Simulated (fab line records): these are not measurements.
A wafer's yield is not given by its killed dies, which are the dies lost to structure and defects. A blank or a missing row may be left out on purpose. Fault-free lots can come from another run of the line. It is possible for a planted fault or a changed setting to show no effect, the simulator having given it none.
2 desks looking at one fault	flow berkeleyCmos170	every desk sees just its own numbers, and what lay behind them comes last

THE TOOL OWNER'S DESK: implanter-03
The tool's own readings at UCB170_PWELL_IMPLANT_15: means of the sampled wafers that have a number, for each lot that ran on this tool. The brackets show how far a lot's mean lies from the usual mean; more than 4 standard deviations puts the lot out of limits, marked OUT.
Columns: A = beamEnergyKeV at UCB170_PWELL_IMPLANT_15, usual 60.004
lot	first seen here	A
L187	day 4 01:08	59.982
L192	day 5 03:02	60.007
L196	day 6 01:11	56.835 (-99 or more) OUT
L197	day 6 10:20	56.880 (-99 or more) OUT
This desk's finding: out of limits on L196, L197; first on L196, day 6 01:11 (beamEnergyKeV at UCB170_PWELL_IMPLANT_15). L187, L192: within limits.

THE METROLOGY DESK
What the gauges read, lot by lot, whatever tool the lot ran on: means of the sampled wafers that have a number. The brackets show how far a lot's mean lies from the usual mean; more than 4 standard deviations puts the lot out of limits, marked OUT.
Columns: A = NWELL_OVL at UCB170_NWELL_OVL_MEAS_12, usual 0 nm; B = PWELL_NITRIDE_THK at UCB170_PWELL_THK_MEAS_06, usual 219.9 nm
lot	first seen here	A	B
L184	day 2 14:39	-2	221.2
L185	day 2 20:07	2	218.4
L187	day 3 04:11	2	217.9
L186	day 3 04:17	2	222.2
L188	day 3 08:14	-5	219.1
L190	day 4 00:35	1	217.3
L191	day 4 05:06	-3	223.4
L192	day 4 10:15	4	219.2
L196	day 5 05:07	4	216.0
L197	day 5 11:14	-1	220.7
L203	day 6 14:34	-2	221.1
L204	day 6 14:49	5	218.7
L205	day 7 09:19	-6	222.0
L206	day 7 09:58	1	223.4
Result from this desk: across the 14 lots, nothing is out of limits.

BROUGHT TOGETHER
The tool owner's desk could have raised an alarm at day 6 01:11, on L196, L197.
Nothing out of limits was seen by the metrology desk.
The metrology desk holds a record of L196, L197, inside its limits.
Every lot named ran UCB170_PWELL_IMPLANT_15 on implanter-03.

WHAT WAS PUT IN BY THE SIMULATOR
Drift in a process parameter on implanter-03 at UCB170_PWELL_IMPLANT_15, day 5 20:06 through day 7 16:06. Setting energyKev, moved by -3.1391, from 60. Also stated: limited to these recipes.
Struck lots among those shown: L196, L197.
Delay in hours, fault start to first out-of-limits reading, by desk: the tool owner's desk at 5.
